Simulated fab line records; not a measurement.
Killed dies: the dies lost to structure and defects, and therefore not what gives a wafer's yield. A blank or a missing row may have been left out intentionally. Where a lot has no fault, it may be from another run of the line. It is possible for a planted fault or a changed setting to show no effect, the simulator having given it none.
Which tool is to blame? | flow berkeley_cmos170 | 42 wafers sampled from 14 lots at 1 step of a route of 331

== WHAT THE GAUGES READ, wafer by wafer ==
UCB170_SILICIDE_RS_MEAS_02: measurement is done with a four-point probe.
lot  | measured     | on            | SILICIDE_TI_RS (ohm/sq)
L856 | day 8 10:49  | film_metro-02 | 26.24 26.30 26.39
L854 | day 8 11:34  | film_metro-02 | 26.12 26.17 25.98
L855 | day 8 12:10  | film_metro-03 | 26.02 25.83 25.86
L859 | day 9 02:25  | film_metro-01 | 26.24 26.03 26.20
L858 | day 9 03:03  | film_metro-02 | 26.63 26.66 26.33
L861 | day 10 02:52 | film_metro-03 | 25.83 25.95 25.93
L864 | day 10 04:01 | film_metro-01 | 26.59 26.86 26.60
L865 | day 10 12:22 | film_metro-01 | 26.20 26.55 26.55
L866 | day 10 12:50 | film_metro-03 | 25.67 25.94 25.73
L867 | day 10 12:55 | film_metro-02 | 25.97 25.91 26.32
L872 | day 11 16:04 | film_metro-01 | 26.14 26.12 26.27
L873 | day 12 07:02 | film_metro-01 | 26.00 25.89 26.10
L874 | day 12 07:34 | film_metro-01 | 26.46 26.15 26.52
L875 | day 12 07:53 | film_metro-03 | 26.27 26.49 26.54

== WHAT TOOL EACH LOT RAN ON (gives the tool, then ch and the chambers of the sampled wafers, and finally the start) ==
No process step before these readings appears in the record.

== AS READ BY THE TOOLS THEMSELVES (means over the sampled wafers that have a number; for cases with no such wafer, the mark the record gives instead) ==
The record holds no such reading with a usual standard deviation.

== THE ANSWER, worked out from the rows above alone ==
Rule: the lots themselves supply what counts as usual. Put in order of their means at a reading, lots are off if they are a third of the lots or fewer, leave a main group of 4 or more, and stand apart from it by a gap of 3 or more times the standard deviation of the main group's means; of several such gaps the widest counts. A main group whose means are all the same, to the digits that the tables above print for the reading, isn't used. Also off: a lot with no number at a reading for which 4 or more lots have one. All remaining lots with rows at the step are treated as sound. Order of review: gauges by route order, followed by the tools' own readings, for which a lot's mean as printed above is used. At the first step where some lot is off, the reading lying furthest off is the one used; lots without a number count as furthest.
Nothing can be told from this: no lot is off at any reading shown.

== WHAT THE SIMULATOR PUT IN ==
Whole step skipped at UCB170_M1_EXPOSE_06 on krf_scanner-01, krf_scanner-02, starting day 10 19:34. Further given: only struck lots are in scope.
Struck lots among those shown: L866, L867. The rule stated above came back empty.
